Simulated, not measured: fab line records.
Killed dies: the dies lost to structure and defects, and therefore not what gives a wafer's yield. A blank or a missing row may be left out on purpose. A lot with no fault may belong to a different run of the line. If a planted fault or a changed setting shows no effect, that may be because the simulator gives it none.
A struck lot beside a sound one	flow ritCmos	29 steps out of a route of 202
Sound: these wafers, L684.1, L684.2, L684.4. The struck wafers were L694.1, L694.2, L694.6. The cause is named last.
For every step that has rows: the tool of each side, followed by ch and its chambers, followed by its first start. Under that, the readings that differ: sound wafers	struck wafers	difference of the means	sigmas: that difference in standard deviations of wafers without a fault.
alike: readings whose means differ by less than 2 such deviations, and words and numbers that are the same on both sides. not compared: withheld readings, readings that some wafer has no value for, bounds like >300 that may hide the same value, and numbers for which the record gives no deviation and whose values overlap.
A row with sigmas, a row that says differs or no value, or rows on one side alone: a step with any of these is where the two part. When numbers do not overlap yet have no deviation, they are printed without sigmas and do not part them. A reading missing from all wafers of one side parts the sides only when that side holds two or more wafers.

RIT_FOX2_THK_MEAS_01:
  sound on filmMetro-04, day 3 06:35; struck on filmMetro-01, day 5 10:26
  alike: FOX2_OXIDE_THK
then, 2 steps without rows for these wafers: RIT_FOX2_CLEAN_02 (cleans in dHF, time 180 s); RIT_FOX2_WET_ETCH_03 (etches Si3N4 in H3PO4, target depth 195 nm, time 2801 s).
RIT_FOX2_THK_MEAS_90:
  sound on filmMetro-01, day 3 07:37; struck on filmMetro-03, day 5 11:19
  alike: FIELD_OXIDE_LEFT_1_THK
then, 6 steps without rows for these wafers: RIT_NWELL_HMDS_00 (prime time 60 s); RIT_NWELL_COAT_01 (resist thk 1300 nm); RIT_NWELL_SOFTBAKE_02 (time 60 s); RIT_NWELL_EXPOSE_03 (exposes mask M2, target cd 43900 nm); RIT_NWELL_PEB_04; RIT_NWELL_DEVELOP_05 (develop time 68 s).
RIT_NWELL_OVL_MEAS_06:
  sound on overlay-02, day 3 08:41; struck on overlay-02, day 5 12:22
  alike: NWELL_OVL
then, 1 step without rows for these wafers: RIT_NWELL_HARDBAKE_07 (time 120 s).
RIT_NWELL_IMPLANT_08:
  sound on implanter-04 ch 0, day 3 08:58; struck on implanter-01 ch 0, day 5 12:40
reading	sound	struck	difference	sigmas
doseIonsCm2	4.995e+13 4.997e+13 5.003e+13	5.789e+13 5.79e+13 5.791e+13	+7.917e+12	+99 or more
faradayCurrentUA	158.4 160.6 161.5	185.7 184.4 184.2	+24.6	+8
RIT_NWELL_STRIP_09: strips in O2, time 180 s.
  sound on plasmaAsher-04 ch 0,1, day 3 09:07; struck on plasmaAsher-01 ch 0,1, day 5 12:49
  alike: chamberPressureMTorr, drypumpMotorCurrentA
  not compared: rfHoursCounterH
RIT_NWELL_TW_MEAS_10:
  sound on filmMetro-04, day 3 09:17; struck on filmMetro-04, day 5 13:13
reading	sound	struck	difference	sigmas
NWELL_TW	2137 2139 2154	2277 2263 2264	+125	+9
  not compared: hold
then, 1 step without rows for these wafers: RIT_PWELL_COAT_01 (resist thk 1300 nm).
RIT_PWELL_SOFTBAKE_02: time 62.36 s.
  sound on lithoTrack-02 ch 0, day 3 09:39; struck on lithoTrack-03 ch 0, day 5 16:50
  alike: plateSensorTCentreC, plateSensorTEdgeC, resistLineTempC
then, 3 steps without rows for these wafers: RIT_PWELL_EXPOSE_03 (exposes mask M3, target cd 43700 nm); RIT_PWELL_PEB_04; RIT_PWELL_DEVELOP_05 (develop time 68 s).
RIT_PWELL_OVL_MEAS_06:
  sound on overlay-02, day 3 10:22; struck on overlay-02, day 5 17:29
  alike: PWELL_OVL
then, 2 steps without rows for these wafers: RIT_PWELL_HARDBAKE_07 (time 120 s); RIT_PWELL_IMPLANT_08.
RIT_PWELL_STRIP_09: strips in O2, time 180 s.
  sound on plasmaAsher-03 ch 0,1, day 3 10:47; struck on plasmaAsher-02 ch 0,1, day 5 18:02
  alike: chamberPressureMTorr, drypumpMotorCurrentA
  not compared: rfHoursCounterH
RIT_PWELL_TW_MEAS_10:
  sound on filmMetro-03, day 3 10:58; struck on filmMetro-04, day 5 18:13
  alike: PWELL_TW
then, 1 step without rows for these wafers: RIT_WELLDRIVE_ANNEAL_00 (time 14700 s).
RIT_WELLDRIVE_RS_MEAS_01: a four-point-probe measurement.
  sound on filmMetro-04, day 3 16:07; struck on filmMetro-04, day 6 00:29
reading	sound	struck	difference	sigmas
NWELL_RS (ohm/sq)	275.9 276.2 275.9	252.4 253.4 253.2	-23.0	-34
  not compared: hold
RIT_WELLDRIVE_RS_MEAS_02: a four-point-probe measurement.
  sound on filmMetro-04, day 3 16:14; struck on filmMetro-04, day 6 03:19
reading	sound	struck	difference	sigmas
hold	- - -	awaitDispo/2.7h/release awaitDispo/2.7h/release awaitDispo/2.7h/release	no value on the sound wafers	
PWELL_RS (ohm/sq)	427.9 429.0 429.7	431.6 431.7 431.3	+2.7	+2
RIT_M1_PROBE_99:
  sound on prober-02, day 5 00:11; struck on prober-01, day 7 13:00
  alike: killedAtContacts, killedAtFrontEnd, killedDies, killedOpen, killedShort

WHERE THEY PART
First at RIT_NWELL_IMPLANT_08; last, within this record, at RIT_WELLDRIVE_RS_MEAS_02. Later steps at which nothing parts them and some readings are alike: RIT_M1_PROBE_99.

WHY: the cause the simulator had injected
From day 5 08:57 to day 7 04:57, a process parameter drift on implanter-01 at RIT_NWELL_IMPLANT_08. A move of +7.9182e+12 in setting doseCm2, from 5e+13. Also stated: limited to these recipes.
